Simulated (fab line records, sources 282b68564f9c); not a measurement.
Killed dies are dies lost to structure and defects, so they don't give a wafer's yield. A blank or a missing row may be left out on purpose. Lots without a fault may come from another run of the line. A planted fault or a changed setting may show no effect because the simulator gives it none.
Split-lot experiment | flow rit_cmos | 5 lots, 23 wafers read, on a route of 202 steps

THE SPLIT
At RIT_NWELL_SOFTBAKE_02 (time 60 s), the setting temp_c was moved away from the recipe's 90 C on 8 of the 23 wafers read, by -3.6% to +3.6%. The other wafers ran this setting at the recipe's value.

FROM THE SPLIT TO THE READING: what the file shows between them, 2 steps
- RIT_NWELL_EXPOSE_03: exposes mask M2, target cd 43900 nm
- RIT_NWELL_PEB_04

THE READING
NOVOLAK_of_NWELL_COAT_01.thk_nm (the simulator's own value, which no gauge read), in nm, at RIT_NWELL_DEVELOP_05 (develop time 68 s). The file gives no usual value for it. The 15 wafers here that ran the recipe average 1292 nm, standard deviation 3.5 nm.

wafer  | tool, chamber at the split | temp_c as run, C | against the recipe | NOVOLAK_of_NWELL_COAT_01.thk_nm, nm | against lot-mates on the recipe
L075.1 | litho_track-01, 0          | 90               | recipe             | 1296                                | -
L075.2 | litho_track-01, 0          | 90               | recipe             | 1295                                | -
L075.3 | litho_track-01, 0          | 90               | recipe             | 1292                                | -
L075.5 | litho_track-01, 0          | 90               | recipe             | 1294                                | -
L075.6 | litho_track-01, 0          | 90               | recipe             | 1293                                | -
L076.1 | litho_track-03, 0          | 86.79            | -3.6%              | 1297                                | +10
L076.4 | litho_track-03, 0          | 86.79            | -3.6%              | 1297                                | +10
L076.2 | litho_track-03, 0          | 90               | recipe             | 1287                                | -
L076.5 | litho_track-03, 0          | 90               | recipe             | 1287                                | -
L076.6 | litho_track-03, 0          | 86.79            | -3.6%              | 1296                                | +9
L077.1 | litho_track-03, 0          | 92.08            | +2.3%              | 1279                                | -11
L077.2 | litho_track-03, 0          | 90               | recipe             | 1289                                | -
L077.4 | litho_track-03, 0          | 90               | recipe             | 1291                                | -
L077.5 | litho_track-03, 0          | 92.08            | +2.3%              | 1284                                | -6
L077.6 | litho_track-03, 0          | 92.08            | +2.3%              | 1282                                | -8
L081.1 | litho_track-03, 0          | 90               | recipe             | 1298                                | -
L081.3 | litho_track-03, 0          | 93.22            | +3.6%              | 1284                                | -12
L081.4 | litho_track-03, 0          | 90               | recipe             | 1294                                | -
L081.5 | litho_track-03, 0          | 90               | recipe             | 1297                                | -
L081.6 | litho_track-03, 0          | 93.22            | +3.6%              | 1287                                | -9
L082.1 | litho_track-04, 0          | 90               | recipe             | 1289                                | -
L082.4 | litho_track-04, 0          | 90               | recipe             | 1292                                | -
L082.6 | litho_track-04, 0          | 90               | recipe             | 1288                                | -

THE FIT
A straight line over all 23 wafers: NOVOLAK_of_NWELL_COAT_01.thk_nm changes by -2.07 nm for each +1% of temp_c; r = -0.73; the points scatter about the line by 3.7 nm.
The same after taking each lot's own level away (the mean of its wafers on the recipe; 23 wafers): -2.98 nm for each +1%; r = -0.96; scatter 1.6 nm.
On that fit, the largest move of temp_c shifts the reading by 11 nm.
The lots' own levels span 1287.0 to 1296.3 nm, that is 2.7 times the standard deviation above.
So the lot-to-lot level blurs the effect unless lot-mates are compared.
Check: with one of the wafers moved furthest among these (+3.6%) left out of the fit, the line predicts -10.7 nm for it against its lot-mates. It came out at -12.3 nm against them.

OTHER SPLITS ON THESE WAFERS
These wafers also went through other splits before the reading. Each is held against what the fit with the lots' levels taken away leaves over:
other split on the same wafers    | wafers away from the commonest value | r with NOVOLAK_of_NWELL_COAT_01.thk_nm (lot level and that fit taken away)
RIT_ACTIVE_OXIDATION_01 temp_c    | 18                                   | +0.12
RIT_ACTIVE_EXPOSE_08 dose_mj      | 5                                    | -0.39
RIT_ACTIVE_ETCH_13 pressure_mtorr | 15                                   | -0.19
RIT_FOX2_OXIDATION_00 temp_c      | 10                                   | -0.02

THE FILE'S OWN FIT
NOVOLAK_of_NWELL_COAT_01.thk_nm changes by -2.96 nm for each +1% of temp_c, r = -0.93.
